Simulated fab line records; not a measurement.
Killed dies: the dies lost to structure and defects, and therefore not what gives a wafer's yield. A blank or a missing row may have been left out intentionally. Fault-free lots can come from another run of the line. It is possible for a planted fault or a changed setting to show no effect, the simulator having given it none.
The tool behind it: which one? :: flow berkeley-cmos170 :: 11 lots, 33 wafers sampled, at 4 steps of a route of 331

== WHAT THE GAUGES SHOWED, per wafer ==
UCB170_SACOX_THK_MEAS_02.
lot: L368
measured: day 5 13:16
on: film-metro-03
SACOX_OXIDE_THK (nm): 14.32 14.02 14.03

lot: L367
measured: day 5 13:16
on: film-metro-01
SACOX_OXIDE_THK (nm): 14.40 14.43 14.32

lot: L369
measured: day 6 00:23
on: film-metro-04
SACOX_OXIDE_THK (nm): 14.07 14.07 14.34

lot: L372
measured: day 6 11:55
on: film-metro-04
SACOX_OXIDE_THK (nm): 14.12 13.96 13.96

lot: L370
measured: day 6 11:55
on: film-metro-01
SACOX_OXIDE_THK (nm): 14.79 14.84 15.07

lot: L373
measured: day 6 11:55
on: film-metro-03
SACOX_OXIDE_THK (nm): 14.55 14.41 14.27

lot: L371
measured: day 6 11:59
on: film-metro-01
SACOX_OXIDE_THK (nm): 14.57 14.90 14.85

lot: L374
measured: day 6 16:39
on: film-metro-03
SACOX_OXIDE_THK (nm): 14.35 14.35 14.50

lot: L380
measured: day 7 22:06
on: film-metro-01
SACOX_OXIDE_THK (nm): 14.20 14.17 14.35

lot: L381
measured: day 7 22:06
on: film-metro-04
SACOX_OXIDE_THK (nm): 14.46 14.29 14.28

lot: L390
measured: day 9 18:00
on: film-metro-01
SACOX_OXIDE_THK (nm): 14.05 14.38 14.25

UCB170_GATE_THK_MEAS_02.
lot: L368
measured: day 6 06:19
on: film-metro-01
GATE_OXIDE_THK (nm): 6.62 6.68 6.64

lot: L367
measured: day 6 06:23
on: film-metro-03
GATE_OXIDE_THK (nm): 6.55 6.64 6.62

lot: L369
measured: day 6 16:04
on: film-metro-01
GATE_OXIDE_THK (nm): 6.69 6.72 6.68

lot: L372
measured: day 7 02:16
on: film-metro-03
GATE_OXIDE_THK (nm): 5.67 5.89 5.67 5.68 5.83 5.68

lot: L370
measured: day 7 02:20
on: film-metro-03
GATE_OXIDE_THK (nm): 5.46 5.68 5.56 5.43 5.68 5.54

lot: L373
measured: day 7 02:17
on: film-metro-04
GATE_OXIDE_THK (nm): 5.57 5.66 5.61 5.60 5.65 5.62

lot: L371
measured: day 7 02:17
on: film-metro-01
GATE_OXIDE_THK (nm): 5.71 5.69 5.66 5.70 5.67 5.59

lot: L374
measured: day 7 10:52
on: film-metro-03
GATE_OXIDE_THK (nm): 6.77 6.65 6.60

lot: L380
measured: day 8 15:22
on: film-metro-01
GATE_OXIDE_THK (nm): 6.77 6.86 6.94

lot: L381
measured: day 8 15:22
on: film-metro-04
GATE_OXIDE_THK (nm): 6.68 6.62 6.70

lot: L390
measured: day 10 11:30
on: film-metro-01
GATE_OXIDE_THK (nm): 6.56 6.68 6.61

UCB170_GATE_OVL_MEAS_13.
lot: L368
measured: day 6 14:29
on: overlay-01
GATE_OVL (nm): -7 -2 -1

lot: L367
measured: day 6 14:01
on: overlay-01
GATE_OVL (nm): -4 5 -3

lot: L369
measured: day 6 21:30
on: overlay-01
GATE_OVL (nm): 8 -1 3

lot: L372
measured: day 7 09:16
on: overlay-01
GATE_OVL (nm): 3 -2 8

lot: L370
measured: day 7 13:25
on: overlay-01
GATE_OVL (nm): 2 2 1

lot: L373
measured: day 7 12:31
on: overlay-01
GATE_OVL (nm): 1 -6 -3

lot: L371
measured: day 7 08:59
on: overlay-01
GATE_OVL (nm): 0 0 -5

lot: L374
measured: day 7 17:15
on: overlay-02
GATE_OVL (nm): -5 -6 -8

lot: L380
measured: day 8 21:56
on: overlay-02
GATE_OVL (nm): -1 -4 7

lot: L381
measured: day 8 22:13
on: overlay-01
GATE_OVL (nm): -6 -14 -10

lot: L390
measured: day 10 19:07
on: overlay-02
GATE_OVL (nm): 8 9 15

== TOOL THAT RAN EACH LOT (tool first, then ch and the chambers of the sampled wafers, then the start) ==
lot: L368
UCB170_GATE_OXIDATION_01: furnace-01 ch 0, day 6 04:49

lot: L367
UCB170_GATE_OXIDATION_01: furnace-01 ch 0, day 6 04:49

lot: L369
UCB170_GATE_OXIDATION_01: furnace-01 ch 0, day 6 14:34

lot: L372
UCB170_GATE_OXIDATION_01: furnace-01 ch 0, day 7 00:46

lot: L370
UCB170_GATE_OXIDATION_01: furnace-01 ch 0, day 7 00:46

lot: L373
UCB170_GATE_OXIDATION_01: furnace-01 ch 0, day 7 00:46

lot: L371
UCB170_GATE_OXIDATION_01: furnace-01 ch 0, day 7 00:46

lot: L374
UCB170_GATE_OXIDATION_01: furnace-03 ch 0, day 7 09:22

lot: L380
UCB170_GATE_OXIDATION_01: furnace-04 ch 0, day 8 13:52

lot: L381
UCB170_GATE_OXIDATION_01: furnace-04 ch 0, day 8 13:52

lot: L390
UCB170_GATE_OXIDATION_01: furnace-03 ch 0, day 10 10:00
- UCB170_GATE_OXIDATION_01: target thk 6.6 nm, ox time 1800 s.

== WHAT THE TOOLS THEMSELVES READ (means of the sampled wafers that have a number; where no wafer has one, the mark that the record gives instead) ==
UCB170_GATE_OXIDATION_01.
lot: L368
tool: furnace-01
spike-tc-centre-C (C): 853.4
spike-tc-load-C (C): 871
spike-tc-source-C (C): 870.9
tube-center-temp-C (C): 850
tube_center_temp_C_max: 852.2

lot: L367
tool: furnace-01
spike-tc-centre-C (C): 853.6
spike-tc-load-C (C): 871
spike-tc-source-C (C): 871.0
tube-center-temp-C (C): 850
tube_center_temp_C_max: 852.2

lot: L369
tool: furnace-01
spike-tc-centre-C (C): 852.4
spike-tc-load-C (C): 870
spike-tc-source-C (C): 871.4
tube-center-temp-C (C): 850
tube_center_temp_C_max: 852.2

lot: L372
tool: furnace-01
spike-tc-centre-C (C): 838.2
spike-tc-load-C (C): 856
spike-tc-source-C (C): 856.0
tube-center-temp-C (C): 836
tube_center_temp_C_max: 838.2

lot: L370
tool: furnace-01
spike-tc-centre-C (C): 839.4
spike-tc-load-C (C): 857
spike-tc-source-C (C): 858.2
tube-center-temp-C (C): 836
tube_center_temp_C_max: 838.1

lot: L373
tool: furnace-01
spike-tc-centre-C (C): 838.6
spike-tc-load-C (C): 857
spike-tc-source-C (C): 856.0
tube-center-temp-C (C): 836
tube_center_temp_C_max: 838.4

lot: L371
tool: furnace-01
spike-tc-centre-C (C): 838.4
spike-tc-load-C (C): 857
spike-tc-source-C (C): 856.5
tube-center-temp-C (C): 836
tube_center_temp_C_max: 837.9

lot: L374
tool: furnace-03
spike-tc-centre-C (C): 853.4
spike-tc-load-C (C): 871
spike-tc-source-C (C): 873.7
tube-center-temp-C (C): 850
tube_center_temp_C_max: 852.0

lot: L380
tool: furnace-04
spike-tc-centre-C (C): 853.2
spike-tc-load-C (C): 878
spike-tc-source-C (C): 869.8
tube-center-temp-C (C): 850
tube_center_temp_C_max: 852.4

lot: L381
tool: furnace-04
spike-tc-centre-C (C): 852.8
spike-tc-load-C (C): 878
spike-tc-source-C (C): 869.5
tube-center-temp-C (C): 850
tube_center_temp_C_max: 852.1

lot: L390
tool: furnace-03
spike-tc-centre-C (C): 853.5
spike-tc-load-C (C): 872
spike-tc-source-C (C): 871.9
tube-center-temp-C (C): 850
tube_center_temp_C_max: 852.1

== THE ANSWER, worked out from the rows above alone ==
Rule: usual is defined by the lots themselves. Put in order of their means at a reading, lots are off if they are a third of the lots or fewer, leave a main group of 4 or more, and stand apart from it by a gap of 3 or more times the standard deviation of the main group's means; of several such gaps the widest counts. Not used: any main group whose means are identical at the precision the tables above print for the reading. Also off: a lot with no number at a reading for which 4 or more lots have one. Any other lot the step has rows for is counted as sound. After the gauges, taken in route order, come the tools' own readings; for these a lot's mean is taken, as printed above. The first step at which some lot is off is used, and at that step the reading that is off furthest; a lot without a number counts as furthest.
Nothing can be told from this: no lot is off at any reading shown.

== WHAT WAS PUT IN BY THE SIMULATOR ==
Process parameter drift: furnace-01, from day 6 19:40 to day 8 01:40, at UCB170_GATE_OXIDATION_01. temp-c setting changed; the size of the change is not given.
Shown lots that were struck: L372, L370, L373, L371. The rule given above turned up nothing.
